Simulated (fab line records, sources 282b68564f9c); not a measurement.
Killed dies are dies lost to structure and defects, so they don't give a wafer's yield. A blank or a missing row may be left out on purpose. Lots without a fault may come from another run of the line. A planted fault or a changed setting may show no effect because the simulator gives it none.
One fault seen from 2 desks | flow rit_cmos | each desk has only its own numbers; what lay behind them comes last

THE TOOL OWNER'S DESK: rtp_anneal-02
The tool's own readings at RIT_SDANNEAL_RTA_03 (time 5 s): means of the sampled wafers that have a number, for each lot that ran on this tool. A lot is out of limits, marked OUT, if its mean lies more than 4 standard deviations from the usual mean; the brackets give that distance.
Columns: A = wafer_temp_C_max at RIT_SDANNEAL_RTA_03, usual 1053.7
lot  | first seen here | A
L609 | day 3 20:25     | 1054.3
L611 | day 4 08:44     | 1053.3
L613 | day 4 17:32     | 1054.6
L615 | day 5 06:24     | 1054.1
L619 | day 5 20:44     | 1052.7
L621 | day 6 09:03     | 1055.0
This desk's finding: nothing out of limits on any of the 6 lots.

THE METROLOGY DESK
What the gauges read, lot by lot, whatever tool the lot ran on: means of the sampled wafers that have a number. A lot is out of limits, marked OUT, if its mean lies more than 4 standard deviations from the usual mean; the brackets give that distance.
Columns: A = PSD_RS at RIT_SDANNEAL_RS_MEAS_04, usual 115.93 ohm/sq; B = NSD_RS at RIT_SDANNEAL_RS_MEAS_05, usual 84.58 ohm/sq; C = PLDD_RS at RIT_SDANNEAL_RS_MEAS_06, usual 178.8 ohm/sq; D = NLDD_RS at RIT_SDANNEAL_RS_MEAS_07, usual 151.8 ohm/sq
lot  | first seen here | A                       | B               | C                       | D
L606 | day 3 07:38     | 116.08                  | 84.60           | 178.4                   | 152.0
L608 | day 3 16:51     | 115.69                  | 84.41           | 178.6                   | 151.8
L609 | day 3 20:29     | 116.20                  | 84.73           | 178.4                   | 152.1
L610 | day 4 03:32     | 116.02                  | 84.67           | 178.8                   | 151.5
L611 | day 4 08:48     | 115.61                  | 84.69           | 178.9                   | 151.9
L613 | day 4 17:35     | 115.65                  | 84.73           | 178.8                   | 151.1
L614 | day 4 23:50     | 116.17                  | 84.39           | 178.7                   | 151.3
L615 | day 5 06:28     | 116.03                  | 84.47           | 179.0                   | 150.9
L619 | day 5 20:48     | 72.73 (-99 or more) OUT | 77.53 (-28) OUT | 142.0 (-99 or more) OUT | 143.6 (-16) OUT
L620 | day 6 03:52     | 115.86                  | 84.15           | 178.3                   | 152.1
L621 | day 6 09:07     | 72.42 (-99 or more) OUT | 77.64 (-28) OUT | 141.3 (-99 or more) OUT | 143.0 (-18) OUT
L622 | day 6 11:15     | 115.96                  | 84.58           | 179.2                   | 152.4
L624 | day 6 23:56     | 115.67                  | 84.27           | 178.7                   | 151.8
L628 | day 7 20:13     | 116.40                  | 84.62           | 179.3                   | 151.9
This desk's finding: out of limits on L619, L621; first on L619, day 5 20:48 (PSD_RS at RIT_SDANNEAL_RS_MEAS_04). In limits: L606, L608, L609, L610, L611, L613, L614, L615, L620, L622, L624, L628.

PUT TOGETHER
The metrology desk could have raised an alarm at day 5 20:48, on L619, L621.
The tool owner's desk saw nothing out of limits.
The tool owner's desk has L619, L621 on record, within its limits.
Of the lots named, all ran RIT_SDANNEAL_RTA_03 on rtp_anneal-02.

WHAT THE SIMULATOR HAD PUT IN
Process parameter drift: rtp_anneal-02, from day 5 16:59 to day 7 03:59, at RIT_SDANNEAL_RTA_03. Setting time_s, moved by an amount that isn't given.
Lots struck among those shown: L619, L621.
Hours from the fault's start to each desk's first reading out of limits: the metrology desk, 4.
